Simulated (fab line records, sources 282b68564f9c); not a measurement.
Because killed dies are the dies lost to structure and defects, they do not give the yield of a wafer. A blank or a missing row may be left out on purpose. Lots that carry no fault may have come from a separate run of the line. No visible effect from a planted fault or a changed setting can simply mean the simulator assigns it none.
Comparing a struck lot with a sound one | flow rit-cmos | 44 steps out of a route of 202
Sound: these wafers, L557.1, L557.2, L557.4. Wafers L571.1, L571.2, L571.6 were the ones struck. The cause is named last.
At each step with rows: each side's tool, then ch and its chambers, then its first start. Under that, the readings that differ: sound wafers | struck wafers | difference of the means | sigmas: that difference in standard deviations of wafers without a fault.
alike: same words and numbers on both sides, and readings whose means sit less than 2 such deviations apart. not compared: any withheld reading, any reading some wafer has no value for, any bound like >300 that may hide the same value, and any number with overlapping values for which the record gives no deviation.
The two part at a step that has a row with sigmas, a row that says differs or no value, or rows on one side only. When numbers do not overlap yet have no deviation, they are printed without sigmas and do not part them. A reading missing from all wafers of one side parts the sides only when that side holds two or more wafers.

first, 4 steps without rows for these wafers: RIT_PLDD_SOFTBAKE_02 (time 60 s); RIT_PLDD_EXPOSE_03 (exposes mask M8, target cd 40900 nm); RIT_PLDD_PEB_04; RIT_PLDD_DEVELOP_05 (develop time 50 s).
RIT_PLDD_OVL_MEAS_06:
  struck on overlay-01, day 5 21:25; sound on overlay-02, day 3 00:37
  reading       | sound       | struck        | difference | sigmas
  PLDD_OVL (nm) | 2.7 3.8 3.4 | -0.7 -0.8 0.0 | -3.8       | -3
then, 2 steps without rows for these wafers: RIT_PLDD_HARDBAKE_07 (time 60 s); RIT_PLDD_IMPLANT_08.
RIT_PLDD_STRIP_09: strips in O2, time 180 s.
  sound on plasma-asher-02 ch 0,1, day 3 00:57; struck on plasma-asher-01 ch 0,1, day 5 21:46
  alike: drypump-motor-current-A
  not compared: rf-hours-counter-h
RIT_PLDD_TW_MEAS_10:
  struck on film-metro-02, day 5 21:56; sound on film-metro-02, day 3 01:08
  alike: PLDD_TW
then, 3 steps without rows for these wafers: RIT_SPACER_CLEAN_00 (cleans in SC1, time 600 s); RIT_SPACER_CLEAN_01 (cleans in dHF, time 30 s); RIT_SPACER_CLEAN_02 (cleans in SC2, time 600 s).
RIT_SPACER_CVD_03: deposits Si3N4 from SiH2Cl2/NH3, target thk 250 nm, time 3300 s.
  sound on lpcvd-01 ch 0, day 3 01:34; struck on lpcvd-01 ch 0, day 5 22:23
  reading                                  | sound             | struck            | difference | sigmas
  spike-tc-centre-C (C)                    | 813.2 813.5 814.6 | 828.3 826.3 824.9 | +12.7      | +9
  model.Si3N4_of_SPACER_CVD_03.thk-nm (nm) | 246.4 246.9 246.3 | 276 282.6 280.3   | +33        |
  alike: zone-power-source-pct
RIT_SPACER_THK_MEAS_04:
  struck on film-metro-02, day 6 00:19; sound on film-metro-02, day 3 03:29
  reading                 | sound             | struck            | difference | sigmas
  SPACER_NITRIDE_THK (nm) | 246.4 247.1 246.3 | 276.0 282.7 280.3 | +33.1      | +13
RIT_SPACER_ETCHBACK_05: etches Si3N4 in SF6/CHF3, stops on SiO2, target depth 250 nm, time 240 s.
  sound on rie-diel-04 ch 0,2,3, day 3 03:33; struck on rie-diel-01 ch 0,2,3, day 6 00:22
  reading                  | sound             | struck            | difference | sigmas
  oes-product-au (a.u.)    | 0.853 0.825 0.815 | 0.911 0.898 0.933 | +0.083     | +5
  model.etch.depth-nm (nm) | 246.4 246.9 246.3 | 276 282.6 280.3   | +33        |
  alike: drypump-motor-current-A, throttle-valve-pct
  not compared: rf-hours-counter-h
then, 6 steps without rows for these wafers: RIT_NSD_HMDS_00 (prime time 60 s); RIT_NSD_COAT_01 (resist thk 1000 nm); RIT_NSD_SOFTBAKE_02 (time 60 s); RIT_NSD_EXPOSE_03 (exposes mask M9, target cd 40700 nm); RIT_NSD_PEB_04; RIT_NSD_DEVELOP_05 (develop time 50 s).
RIT_NSD_OVL_MEAS_06:
  struck on overlay-01, day 6 01:32; sound on overlay-02, day 3 04:48
  alike: NSD_OVL
then, 2 steps without rows for these wafers: RIT_NSD_HARDBAKE_07 (time 60 s); RIT_NSD_IMPLANT_08.
RIT_NSD_STRIP_09: strips in O2, time 180 s.
  sound on plasma-asher-03 ch 0,1, day 3 05:08; struck on plasma-asher-01 ch 0,1, day 6 01:53
  alike: drypump-motor-current-A
  not compared: rf-hours-counter-h
RIT_NSD_TW_MEAS_10:
  struck on film-metro-03, day 6 02:03; sound on film-metro-04, day 3 05:19
  alike: NSD_TW
then, 6 steps without rows for these wafers: RIT_PSD_HMDS_00 (prime time 60 s); RIT_PSD_COAT_01 (resist thk 1000 nm); RIT_PSD_SOFTBAKE_02 (time 60 s); RIT_PSD_EXPOSE_03 (exposes mask M10, target cd 40900 nm); RIT_PSD_PEB_04; RIT_PSD_DEVELOP_05 (develop time 50 s).
RIT_PSD_OVL_MEAS_06:
  struck on overlay-02, day 6 02:58; sound on overlay-01, day 3 06:13
  alike: PSD_OVL
then, 2 steps without rows for these wafers: RIT_PSD_HARDBAKE_07 (time 60 s); RIT_PSD_IMPLANT_08.
RIT_PSD_STRIP_09: strips in O2, time 180 s.
  sound on plasma-asher-02 ch 0,1, day 3 06:34; struck on plasma-asher-04 ch 0,1, day 6 03:18
  alike: drypump-motor-current-A
  not compared: rf-hours-counter-h
RIT_PSD_TW_MEAS_10:
  struck on film-metro-02, day 6 03:28; sound on film-metro-02, day 3 06:44
  alike: PSD_TW
then, 3 steps without rows for these wafers: RIT_SDANNEAL_CLEAN_00 (cleans in SC1, time 600 s); RIT_SDANNEAL_CLEAN_01 (cleans in dHF, time 30 s); RIT_SDANNEAL_CLEAN_02 (cleans in SC2, time 600 s).
RIT_SDANNEAL_RTA_03: time 5 s.
  sound on rtp-anneal-01 ch 0, day 3 07:10; struck on rtp-anneal-01 ch 0, day 6 03:55
  alike: wafer_temp_C_max
RIT_SDANNEAL_RS_MEAS_04: the measuring method here is four-point-probe.
  struck on film-metro-02, day 6 03:59; sound on film-metro-04, day 3 07:14
  alike: PSD_RS
RIT_SILICIDE_WET_ETCH_00: etches SiO2 in BOE, target depth 14 nm, time 15 s.
  sound on wet-bench-02 ch 0, day 3 07:43; struck on wet-bench-02 ch 1, day 6 04:28
  reading                                  | sound             | struck            | difference | sigmas
  model.Si3N4_of_SPACER_CVD_03.thk-nm (nm) | 191.2 192.7 191.4 | 214.4 219.6 216.8 | +25.2      |
RIT_M1_PROBE_99:
  struck on prober-02, day 6 11:28; sound on prober-02, day 3 14:29
  reading                             | sound                | struck              | difference | sigmas
  model.etest.nmos_0p15.r-on-ohm-um   | 1152 1111 1122       | 1101 1086 1105      | -31        |
  model.etest.nplus-sal.width-nm (nm) | 3451 3445 3460       | 3402 3378 3410      | -55        |
  model.etest.pplus-sal.width-nm (nm) | 3463 3445 3456       | 3387 3378 3396      | -68        |
  model.etest.pwell-pinched.rs-ohm-sq | 462.6 460.7 466.3    | 442.1 442.8 449.6   | -18.4      |
  model.etest.nwell-pinched.rs-ohm-sq | 345.1 343.1 343.9    | 329.6 326.3 328.4   | -15.9      |
  model.etest.field-p-metal.vt-v (V)  | -29.55 -29.89 -29.32 | -30.3 -30.29 -30.54 | -0.8       |
  alike: killed-at-front-end, killed-dies, killed-open, killed-short
  not compared: model.etest.contact-nplus.end-ohm-um, model.etest.diode-nplus-comb.leak-log10-a-cm2

## WHERE THEY PART
First at RIT_PLDD_OVL_MEAS_06; last, within this record, at RIT_SPACER_ETCHBACK_05. Later steps at which nothing parts them and some readings are alike: RIT_NSD_OVL_MEAS_06, RIT_NSD_STRIP_09, RIT_NSD_TW_MEAS_10, RIT_PSD_OVL_MEAS_06, RIT_PSD_STRIP_09, RIT_PSD_TW_MEAS_10, RIT_SDANNEAL_RTA_03, RIT_SDANNEAL_RS_MEAS_04, RIT_M1_PROBE_99.

WHY: what had been put in by the simulator
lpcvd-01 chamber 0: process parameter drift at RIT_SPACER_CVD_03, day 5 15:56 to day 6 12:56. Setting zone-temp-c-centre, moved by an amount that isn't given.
